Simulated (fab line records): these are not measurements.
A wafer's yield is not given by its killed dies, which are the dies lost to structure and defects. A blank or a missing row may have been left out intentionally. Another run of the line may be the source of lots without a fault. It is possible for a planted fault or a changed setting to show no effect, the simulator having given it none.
A sampling plan put to the test || flow berkeleyCmos170 || one line in one fab, 6 faults in these records, each fault weighed on the records of the lots it struck
The plan consists of the line's own looks: route steps at which the wafer is read by a gauge or an inspection but not changed. Where struck wafers have a number at a look and the file lists that look's usual mean and standard deviation on fault-free wafers, the look can be judged. Caught: at a look after the fault's first step, the mean of the struck wafers lies 4 or more of those standard deviations (sigma) from the usual mean. On the tool: the same test on the tool's own readings at the fault's steps. Also counted as caught: the struck wafers showing another recipe, or a record that is empty for them alone.

THE FAULTS, as the simulator had put them in
1. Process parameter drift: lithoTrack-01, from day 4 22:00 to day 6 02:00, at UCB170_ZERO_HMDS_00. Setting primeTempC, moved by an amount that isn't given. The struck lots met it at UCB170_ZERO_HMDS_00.
2. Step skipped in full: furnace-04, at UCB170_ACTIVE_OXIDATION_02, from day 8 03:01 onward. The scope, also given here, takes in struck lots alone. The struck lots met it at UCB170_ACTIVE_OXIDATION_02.
3. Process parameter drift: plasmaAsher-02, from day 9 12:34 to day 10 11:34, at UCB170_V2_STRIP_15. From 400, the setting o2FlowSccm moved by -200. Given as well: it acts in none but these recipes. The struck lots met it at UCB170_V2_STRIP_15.
4. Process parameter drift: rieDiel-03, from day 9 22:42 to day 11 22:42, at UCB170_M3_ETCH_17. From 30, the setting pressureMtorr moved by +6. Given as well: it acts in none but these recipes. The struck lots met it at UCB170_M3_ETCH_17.
5. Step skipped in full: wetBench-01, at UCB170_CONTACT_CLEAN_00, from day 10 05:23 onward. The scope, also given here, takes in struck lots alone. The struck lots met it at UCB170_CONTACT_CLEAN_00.
6. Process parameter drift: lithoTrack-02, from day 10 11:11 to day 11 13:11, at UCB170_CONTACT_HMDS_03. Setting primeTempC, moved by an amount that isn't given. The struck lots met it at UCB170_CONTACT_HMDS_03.

WHAT THE PLAN SAW
{"fault": 1, "on the tool itself": "primeTempC +26 sigma", "first look that catches it": "not the one look that can be judged after it", "reading, sigma": "-", "median hours from its first step to that look": "-", "hours from the fault's start to the first struck lot there": "-", "judged looks passed uncaught": 1}
{"fault": 2, "on the tool itself": "the tool's record is blank for the struck wafers", "first look that catches it": "no look after it can be judged", "reading, sigma": "-", "median hours from its first step to that look": "-", "hours from the fault's start to the first struck lot there": "-", "judged looks passed uncaught": 0}
{"fault": 3, "on the tool itself": "o2FlowSccm -99 or beyond sigma", "first look that catches it": "no look after it can be judged", "reading, sigma": "-", "median hours from its first step to that look": "-", "hours from the fault's start to the first struck lot there": "-", "judged looks passed uncaught": 0}
{"fault": 4, "on the tool itself": "chamberPressureMTorr +99 or beyond sigma", "first look that catches it": "no look after it can be judged", "reading, sigma": "-", "median hours from its first step to that look": "-", "hours from the fault's start to the first struck lot there": "-", "judged looks passed uncaught": 0}
{"fault": 5, "on the tool itself": "the tool's record is blank for the struck wafers", "first look that catches it": "not the one look that can be judged after it", "reading, sigma": "-", "median hours from its first step to that look": "-", "hours from the fault's start to the first struck lot there": "-", "judged looks passed uncaught": 1}
{"fault": 6, "on the tool itself": "primeTempC -15 sigma", "first look that catches it": "no look after it can be judged", "reading, sigma": "-", "median hours from its first step to that look": "-", "hours from the fault's start to the first struck lot there": "-", "judged looks passed uncaught": 0}
Dash: fault not caught, or number not given in these records.

Caught at a look: 0 of 6. Caught on the tool: 6 of 6. By one or the other: 6 of 6.
Faults caught by the tool alone: 1, 2, 3, 4, 5, 6.
